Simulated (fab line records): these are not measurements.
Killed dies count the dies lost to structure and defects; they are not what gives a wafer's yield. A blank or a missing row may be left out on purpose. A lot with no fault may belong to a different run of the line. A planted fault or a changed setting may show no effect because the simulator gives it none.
Which tool is to blame? / flow rit cmos / 39 wafers from 13 lots sampled at 4 of the route's 202 steps

WHAT THE GAUGES SHOWED, per wafer
RIT_GATE_THK_MEAS_09. Usual: GATE_POLY_THK typically reads 250.3 nm, with standard deviation 2.
lot=L726; measured=day 2 10:51; on=film metro-01; GATE_POLY_THK (nm)=251.1 250.9 249.8; flag=
lot=L727; measured=day 2 16:26; on=film metro-03; GATE_POLY_THK (nm)=253.3 253.3 254.1; flag=
lot=L728; measured=day 2 22:23; on=film metro-02; GATE_POLY_THK (nm)=253.1 250.9 251.8; flag=
lot=L729; measured=day 3 02:39; on=film metro-01; GATE_POLY_THK (nm)=248.7 250.8 249.9; flag=
lot=L730; measured=day 3 07:07; on=film metro-03; GATE_POLY_THK (nm)=250.6 251.9 248.8; flag=
lot=L731; measured=day 3 11:47; on=film metro-03; GATE_POLY_THK (nm)=249.1 246.7 248.4; flag=
lot=L732; measured=day 3 20:02; on=film metro-03; GATE_POLY_THK (nm)=500.4 498.6 498.9; flag=OFF
lot=L733; measured=day 3 22:44; on=film metro-01; GATE_POLY_THK (nm)=252.1 247.2 250.4; flag=
lot=L738; measured=day 5 04:22; on=film metro-02; GATE_POLY_THK (nm)=501.5 498.7 505.9; flag=OFF
lot=L739; measured=day 5 10:53; on=film metro-01; GATE_POLY_THK (nm)=490.7 495.2 496.9; flag=OFF
lot=L744; measured=day 6 16:22; on=film metro-03; GATE_POLY_THK (nm)=250.3 249.2 249.7; flag=
lot=L745; measured=day 6 18:47; on=film metro-03; GATE_POLY_THK (nm)=246.7 248.2 247.6; flag=
lot=L746; measured=day 6 21:24; on=film metro-03; GATE_POLY_THK (nm)=248.1 248.9 246.7; flag=

RIT_CONTACT_THK_MEAS_01. Usual: CONTACT_TEOS_THK typically reads 399 nm, with standard deviation 4.8.
lot=L726; measured=day 3 01:43; on=film metro-03; CONTACT_TEOS_THK (nm)=400 398 405; flag=
lot=L727; measured=day 3 07:20; on=film metro-04; CONTACT_TEOS_THK (nm)=390 402 404; flag=
lot=L728; measured=day 3 13:23; on=film metro-03; CONTACT_TEOS_THK (nm)=397 399 405; flag=
lot=L729; measured=day 3 17:31; on=film metro-01; CONTACT_TEOS_THK (nm)=401 400 405; flag=
lot=L730; measured=day 3 22:05; on=film metro-03; CONTACT_TEOS_THK (nm)=397 402 402; flag=
lot=L731; measured=day 4 02:55; on=film metro-04; CONTACT_TEOS_THK (nm)=395 392 405; flag=
lot=L733; measured=day 4 14:24; on=film metro-04; CONTACT_TEOS_THK (nm)=409 407 408; flag=
lot=L744; measured=day 7 08:12; on=film metro-03; CONTACT_TEOS_THK (nm)=399 396 408; flag=
lot=L745; measured=day 7 12:11; on=film metro-01; CONTACT_TEOS_THK (nm)=397 396 401; flag=
lot=L746; measured=day 7 13:46; on=film metro-04; CONTACT_TEOS_THK (nm)=397 393 400; flag=

TOOL THAT RAN EACH LOT (tool first, then ch and the chambers of the sampled wafers, then the start)
lot=L726; RIT_GATE_CVD_08=lpcvd-01 ch 1, day 2 09:13; RIT_GATE_ETCH_19=rie si-02 ch 0,1,2, day 2 12:03
lot=L727; RIT_GATE_CVD_08=lpcvd-02 ch 0, day 2 14:48; RIT_GATE_ETCH_19=rie si-01 ch 0,2, day 2 17:51
lot=L728; RIT_GATE_CVD_08=lpcvd-02 ch 1, day 2 20:45; RIT_GATE_ETCH_19=rie si-02 ch 1,3, day 2 23:43
lot=L729; RIT_GATE_CVD_08=lpcvd-01 ch 1, day 3 01:02; RIT_GATE_ETCH_19=rie si-01 ch 0,1,3, day 3 04:00
lot=L730; RIT_GATE_CVD_08=lpcvd-02 ch 1, day 3 05:30; RIT_GATE_ETCH_19=rie si-02 ch 2,3, day 3 08:30
lot=L731; RIT_GATE_CVD_08=lpcvd-01 ch 0, day 3 10:10; RIT_GATE_ETCH_19=rie si-01 ch 1,2,3, day 3 13:00
lot=L732; RIT_GATE_CVD_08=lpcvd-01 ch 1, day 3 16:38 and lpcvd-02 ch 1, day 3 18:25; RIT_GATE_ETCH_19=rie si-02 ch 0,1,3, day 3 21:49
lot=L733; RIT_GATE_CVD_08=lpcvd-02 ch 1, day 3 21:05; RIT_GATE_ETCH_19=rie si-01 ch 2,3, day 4 00:03
lot=L738; RIT_GATE_CVD_08=lpcvd-02 ch 1, day 4 23:20; RIT_GATE_ETCH_19=rie si-02 ch 0,2, day 5 05:56
lot=L739; RIT_GATE_CVD_08=lpcvd-01 ch 0, day 5 07:28; RIT_GATE_ETCH_19=rie si-01 ch 0,1,2, day 5 12:19
lot=L744; RIT_GATE_CVD_08=lpcvd-02 ch 0, day 6 13:57; RIT_GATE_ETCH_19=rie si-02 ch 0,2,3, day 6 17:43
lot=L745; RIT_GATE_CVD_08=lpcvd-01 ch 0, day 6 17:10; RIT_GATE_ETCH_19=rie si-01 ch 2,3, day 6 20:08
lot=L746; RIT_GATE_CVD_08=lpcvd-01 ch 1, day 6 19:45; RIT_GATE_ETCH_19=rie si-02 ch 0,1,3, day 6 22:35
- RIT_GATE_CVD_08: deposits poly-Si from SiH4, target thk 250 nm, time 2220 s.
- RIT_GATE_ETCH_19: etches poly-Si in SF6/CHF3/O2, stops on SiO2, time 165 s, target depth 312.5 nm.

WHAT THE TOOLS THEMSELVES READ (means of the sampled wafers that have a number; where no wafer has one, the mark that the record gives instead)
RIT_GATE_ETCH_19. Usual: chamber pressure mTorr 40.00 mTorr, standard deviation 0.036; drypump motor current A 5.4 A, standard deviation 0.35; oes product au 0.847 a.u., standard deviation 0.013; throttle valve pct 10.23 %, standard deviation 0.13.
lot=L726; tool=rie si-02; chamber pressure mTorr (mTorr)=40.02; drypump motor current A (A)=5.7; oes product au (a.u.)=0.849; throttle valve pct (%)=10.17; flag=
lot=L727; tool=rie si-01; chamber pressure mTorr (mTorr)=40.00; drypump motor current A (A)=5.5; oes product au (a.u.)=0.853; throttle valve pct (%)=10.20; flag=
lot=L728; tool=rie si-02; chamber pressure mTorr (mTorr)=40.03; drypump motor current A (A)=5.4; oes product au (a.u.)=0.833; throttle valve pct (%)=10.27; flag=
lot=L729; tool=rie si-01; chamber pressure mTorr (mTorr)=40.00; drypump motor current A (A)=5.1; oes product au (a.u.)=0.854; throttle valve pct (%)=10.24; flag=
lot=L730; tool=rie si-02; chamber pressure mTorr (mTorr)=40.02; drypump motor current A (A)=5.4; oes product au (a.u.)=0.833; throttle valve pct (%)=10.24; flag=
lot=L731; tool=rie si-01; chamber pressure mTorr (mTorr)=40.02; drypump motor current A (A)=5.4; oes product au (a.u.)=0.845; throttle valve pct (%)=10.31; flag=
lot=L732; tool=rie si-02; chamber pressure mTorr (mTorr)=39.99; drypump motor current A (A)=5.5; oes product au (a.u.)=0.988; throttle valve pct (%)=10.24; flag=OFF
lot=L733; tool=rie si-01; chamber pressure mTorr (mTorr)=39.99; drypump motor current A (A)=5.5; oes product au (a.u.)=0.844; throttle valve pct (%)=10.25; flag=
lot=L738; tool=rie si-02; chamber pressure mTorr (mTorr)=40.03; drypump motor current A (A)=5.6; oes product au (a.u.)=1.002; throttle valve pct (%)=10.17; flag=OFF
lot=L739; tool=rie si-01; chamber pressure mTorr (mTorr)=40.03; drypump motor current A (A)=5.4; oes product au (a.u.)=0.998; throttle valve pct (%)=10.27; flag=OFF
lot=L744; tool=rie si-02; chamber pressure mTorr (mTorr)=39.97; drypump motor current A (A)=5.5; oes product au (a.u.)=0.840; throttle valve pct (%)=10.20; flag=
lot=L745; tool=rie si-01; chamber pressure mTorr (mTorr)=40.04; drypump motor current A (A)=5.5; oes product au (a.u.)=0.838; throttle valve pct (%)=10.25; flag=
lot=L746; tool=rie si-02; chamber pressure mTorr (mTorr)=40.00; drypump motor current A (A)=5.5; oes product au (a.u.)=0.837; throttle valve pct (%)=10.23; flag=

THE ANSWER, worked out from the rows above alone
Rule: a lot is off if the mean of its wafers that have a number lies more than 3 standard deviations from the usual mean. Also off: a lot with no number at a reading for which 4 or more lots have one. Where the step has rows for the other lots, those lots are counted as sound. The gauges are gone through in route order, then the tools' own readings, and for those a lot's mean is taken as printed above. At the first step where some lot is off, the reading lying furthest off is the one used; lots without a number count as furthest.
Off: at RIT_GATE_THK_MEAS_09 (GATE_POLY_THK), L732, L738, L739.
If a tool, at a process step before that reading, ran all the lots that are off and no sound lot after the first of them, it fits. The gauges at RIT_GATE_THK_MEAS_09 aren't tried: what is off there is off at RIT_GATE_ETCH_19 too, on other tools, and a gauge's error can't cause that. Of those tried, none fits.

WHAT THE SIMULATOR PUT IN
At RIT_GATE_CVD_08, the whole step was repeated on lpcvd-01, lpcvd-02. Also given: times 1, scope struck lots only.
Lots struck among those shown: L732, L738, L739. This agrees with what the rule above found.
